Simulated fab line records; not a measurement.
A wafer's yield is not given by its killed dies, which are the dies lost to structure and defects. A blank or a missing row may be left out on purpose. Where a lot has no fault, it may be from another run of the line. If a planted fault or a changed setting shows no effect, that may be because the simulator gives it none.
Split-lot trial + flow berkeleyCmos170 + 5 lots, 23 wafers read, on a route of 331 steps

THE SPLIT ITSELF
At UCB170_M1_PEB_07, the setting pebTempC was moved away from the recipe's 130 C on 5 of the 23 wafers read, by -2.8% to +1.2%. All remaining wafers had this setting at the recipe value.

FROM THE SPLIT TO THE READING: what the file shows between them, 5 steps
- UCB170_M1_DEVELOP_08: develop time 45 s
- UCB170_M1_CD_MEAS_09: target cd 700 nm
- UCB170_M1_ETCH_11: etches BARC in N2/H2
- UCB170_M1_METAL_ETCH_12: etches Al in Cl2/BCl3, stops on PSG, target depth 780 nm, time 130 s
- UCB170_M1_STRIP_13: strips in O2

THE READING
cdNm (nm) at UCB170_M1_CD_MEAS_90, where the cd target is 700 nm. A value of 699.3 nm with a standard deviation of 2.5 nm is what fault-free wafers of this fab line usually give.

| wafer  | tool, chamber at the split | pebTempC as run, C | against the recipe | cdNm, nm | against lot-mates on the recipe |
|--------|----------------------------|--------------------|--------------------|----------|---------------------------------|
| L075.1 | lithoTrack-02, 0           | 130                | recipe             | 697.0    | -                               |
| L075.2 | lithoTrack-02, 0           | 130                | recipe             | 702.6    | -                               |
| L075.3 | lithoTrack-02, 0           | 131.5              | +1.2%              | 692.7    | -7.1                            |
| L075.4 | lithoTrack-02, 0           | 131.5              | +1.2%              | 686.7    | -13.1                           |
| L075.6 | lithoTrack-02, 0           | 131.5              | +1.2%              | 689.5    | -10.3                           |
| L074.1 | lithoTrack-02, 0           | 130                | recipe             | 697.5    | -                               |
| L074.3 | lithoTrack-02, 0           | 130                | recipe             | 699.4    | -                               |
| L074.4 | lithoTrack-02, 0           | 130                | recipe             | 696.6    | -                               |
| L079.1 | lithoTrack-02, 0           | 130                | recipe             | 698.5    | -                               |
| L079.2 | lithoTrack-02, 0           | 130                | recipe             | 698.6    | -                               |
| L079.3 | lithoTrack-02, 0           | 130                | recipe             | 699.2    | -                               |
| L079.4 | lithoTrack-02, 0           | 130                | recipe             | 698.6    | -                               |
| L079.5 | lithoTrack-02, 0           | 130                | recipe             | 699.0    | -                               |
| L081.1 | lithoTrack-04, 0           | 126.3              | -2.8%              | 724.2    | +27.3                           |
| L081.2 | lithoTrack-04, 0           | 130                | recipe             | 696.9    | -                               |
| L081.3 | lithoTrack-04, 0           | 126.3              | -2.8%              | 724.1    | +27.2                           |
| L081.5 | lithoTrack-04, 0           | 130                | recipe             | 698.8    | -                               |
| L081.6 | lithoTrack-04, 0           | 130                | recipe             | 695.0    | -                               |
| L083.1 | lithoTrack-02, 0           | 130                | recipe             | 697.1    | -                               |
| L083.2 | lithoTrack-02, 0           | 130                | recipe             | 698.2    | -                               |
| L083.3 | lithoTrack-02, 0           | 130                | recipe             | 697.8    | -                               |
| L083.5 | lithoTrack-02, 0           | 130                | recipe             | 694.4    | -                               |
| L083.6 | lithoTrack-02, 0           | 130                | recipe             | 697.5    | -                               |

FIT RESULTS
A straight line over all 23 wafers: cdNm changes by -8.77 nm for each +1% of pebTempC; r = -0.97; the points scatter about the line by 2 nm.
The same after taking each lot's own level away (the mean of its wafers on the recipe; 23 wafers): -9.41 nm for each +1%; r = -0.98; scatter 1.6 nm.
The reading moves by 27 nm for the largest change in pebTempC, on that fit.
Measured against the standard deviation above, the lots' own levels, which go from 696.90 to 699.80 nm, span 1.2 times it.
The two slopes agree, so the slope changes little with the lot-to-lot level.
Check: with one of the wafers moved furthest among these (-2.8%) left out of the fit, the line predicts +26.6 nm for it against its lot-mates. It came out at +27.3 nm against them.

OTHER SPLITS ON THESE WAFERS
Note: prior to the reading, these wafers also went through further splits. Each is held against what the fit with the lots' levels taken away leaves over:
| other split on the same wafers   | wafers away from the commonest value | r with cdNm (lot level and that fit taken away) |
|----------------------------------|--------------------------------------|-------------------------------------------------|
| UCB170_PSD_IMPLANT_08 energyKev  | 8                                    | +0.08                                           |
| UCB170_NSD_EXPOSE_03 doseMj      | 4                                    | -0.24                                           |
| UCB170_BACKSIDE_STRIP_03 powerW  | 7                                    | +0.13                                           |
| UCB170_SILICIDE_SPUTTER_01 timeS | 9                                    | +0.14                                           |

THE WHOLE CHAIN: every reading that the file lists as answering this split, in the file's order
| step                    | what it does                                                         | reading                                                  | change (the file's fit)              | r (the file's) |
|-------------------------|----------------------------------------------------------------------|----------------------------------------------------------|--------------------------------------|----------------|
| UCB170_M1_CD_MEAS_09    | target cd 700 nm                                                     | cdNm                                                     | -9.84 nm for each +1% of the setting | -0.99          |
| UCB170_M1_ETCH_11       | etches BARC in N2/H2                                                 | M1.cdNm (the simulator's own value, which no gauge read) | -9.73 nm for each +1% of the setting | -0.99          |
| UCB170_M1_METAL_ETCH_12 | etches Al in Cl2/BCl3, stops on PSG, target depth 780 nm, time 130 s | M1.cdNm (the simulator's own value, which no gauge read) | -9.39 nm for each +1% of the setting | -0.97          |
| UCB170_M1_CD_MEAS_90    | target cd 700 nm                                                     | cdNm                                                     | -9.47 nm for each +1% of the setting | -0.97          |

FILE'S OWN FIT
cdNm changes by -9.47 nm for each +1% of pebTempC, r = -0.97.
